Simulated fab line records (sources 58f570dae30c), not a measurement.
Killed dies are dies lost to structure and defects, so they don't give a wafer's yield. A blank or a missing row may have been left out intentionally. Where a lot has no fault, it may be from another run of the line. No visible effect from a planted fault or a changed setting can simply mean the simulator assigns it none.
Comparing a struck lot with a sound one + flow berkeley cmos170 + 15 steps out of a route of 331
Sound: the wafers L757.1, L757.3, L757.6. The struck wafers were L761.1, L761.2, L761.6. At the end, the cause is stated.
Per side, at each step with rows, come the tool, then ch with its chambers, and then its first start. Under that, the readings that differ: sound wafers + struck wafers + difference of the means + sigmas: that difference in standard deviations of wafers without a fault.
alike: words and numbers the same on both sides, and readings whose means are apart by under 2 such deviations; not compared: readings that were withheld, readings missing a value for some wafer, numbers with overlapping values and no deviation given by the record, and bounds like >300 which may hide the same value.
A row with sigmas, a row that says differs or no value, or rows on one side alone: a step with any of these is where the two part. Numbers that don't overlap but have no deviation are shown without sigmas and don't part them. Lack of a reading on every wafer of one side parts them only where that side has two or more wafers.

UCB170_SDANNEAL_RTA_01: time 5 s.
  sound on rtp anneal-01 ch 0, day 9 00:17; struck on rtp anneal-01 ch 0, day 9 11:07
  alike: lamp power pct, wafer_temp_C_max
UCB170_SDANNEAL_RS_MEAS_02: measures by four-point-probe.
  sound: film metro-01 at day 9 00:21; struck: film metro-04 at day 9 11:11
| reading         | sound             | struck            | difference | sigmas |
|-----------------|-------------------|-------------------|------------|--------|
| PSD_RS (ohm/sq) | 76.00 75.90 75.75 | 75.10 75.39 75.43 | -0.58      | -2     |
UCB170_SDANNEAL_RS_MEAS_03: measures by four-point-probe.
  sound: film metro-01 at day 9 00:28; struck: film metro-04 at day 9 11:18
  alike: NSD_RS
UCB170_SDANNEAL_RS_MEAS_04: measures by four-point-probe.
  sound: film metro-01 at day 9 00:35; struck: film metro-04 at day 9 11:25
  alike: PLDD_RS
UCB170_SDANNEAL_RS_MEAS_05: measures by four-point-probe.
  sound: film metro-01 at day 9 00:43; struck: film metro-04 at day 9 11:32
  alike: NLDD_RS
then, 1 step without rows for these wafers: UCB170_SILICIDE_PRE_CLEAN_00 (preclean etch time 60 s).
UCB170_SILICIDE_SPUTTER_01: material Ti, target thk 30 nm, time 25 s.
  sound: pvd sputter-02 at day 9 00:54; struck: pvd sputter-01 at day 9 11:43
  alike: throttle valve pct
UCB170_SILICIDE_RS_MEAS_02: measures by four-point-probe.
  sound: film metro-03 at day 9 00:56; struck: film metro-03 at day 9 11:45
  alike: SILICIDE_TI_RS
UCB170_SILICIDE_THK_MEAS_03: measures by xrf.
  sound: film metro-03 at day 9 01:03; struck: film metro-03 at day 9 11:52
  alike: SILICIDE_TI_THK
UCB170_SILICIDE_RTA_04: time 15 s.
  sound on rtp anneal-02 ch 0, day 9 01:07; struck on rtp anneal-02 ch 0, day 9 11:56
  alike: lamp power pct, wafer_temp_C_max
then, 2 steps without rows for these wafers: UCB170_SILICIDE_WET_ETCH_05 (etches Ti in SPM, time 45 s); UCB170_CONTACT_CLEAN_00 (cleans in SPM, time 600 s).
UCB170_CONTACT_CVD_01: deposits PSG from SiH4/O2/PH3, target thk 700 nm, time 2820 s.
  sound on lpcvd-02 ch 0, day 9 02:13; struck on lpcvd-01 ch 1, day 9 13:04
| reading                                 | sound           | struck          | difference | sigmas |
|-----------------------------------------|-----------------|-----------------|------------|--------|
| model.PSG_of_CONTACT_CVD_01.thk nm (nm) | 702 698.4 696.1 | 306.9 305.2 308 | -392.1     |        |
  alike: sih4 flow sccm, zone power centre pct
UCB170_CONTACT_THK_MEAS_02:
  sound: film metro-04 at day 9 03:59; struck: film metro-04 at day 9 15:05
| reading              | sound       | struck      | difference | sigmas |
|----------------------|-------------|-------------|------------|--------|
| CONTACT_PSG_THK (nm) | 702 699 697 | 307 305 308 | -393       | -79    |
  not compared: hold
UCB170_M3_PROBE_99:
  sound wafers here have rows in the record (prober-02, day 10 03:53); struck ones have none

== WHERE THEY PART ==
Earliest at UCB170_SDANNEAL_RS_MEAS_02; latest, in this record, at UCB170_M3_PROBE_99.

WHY: what the simulator had put in
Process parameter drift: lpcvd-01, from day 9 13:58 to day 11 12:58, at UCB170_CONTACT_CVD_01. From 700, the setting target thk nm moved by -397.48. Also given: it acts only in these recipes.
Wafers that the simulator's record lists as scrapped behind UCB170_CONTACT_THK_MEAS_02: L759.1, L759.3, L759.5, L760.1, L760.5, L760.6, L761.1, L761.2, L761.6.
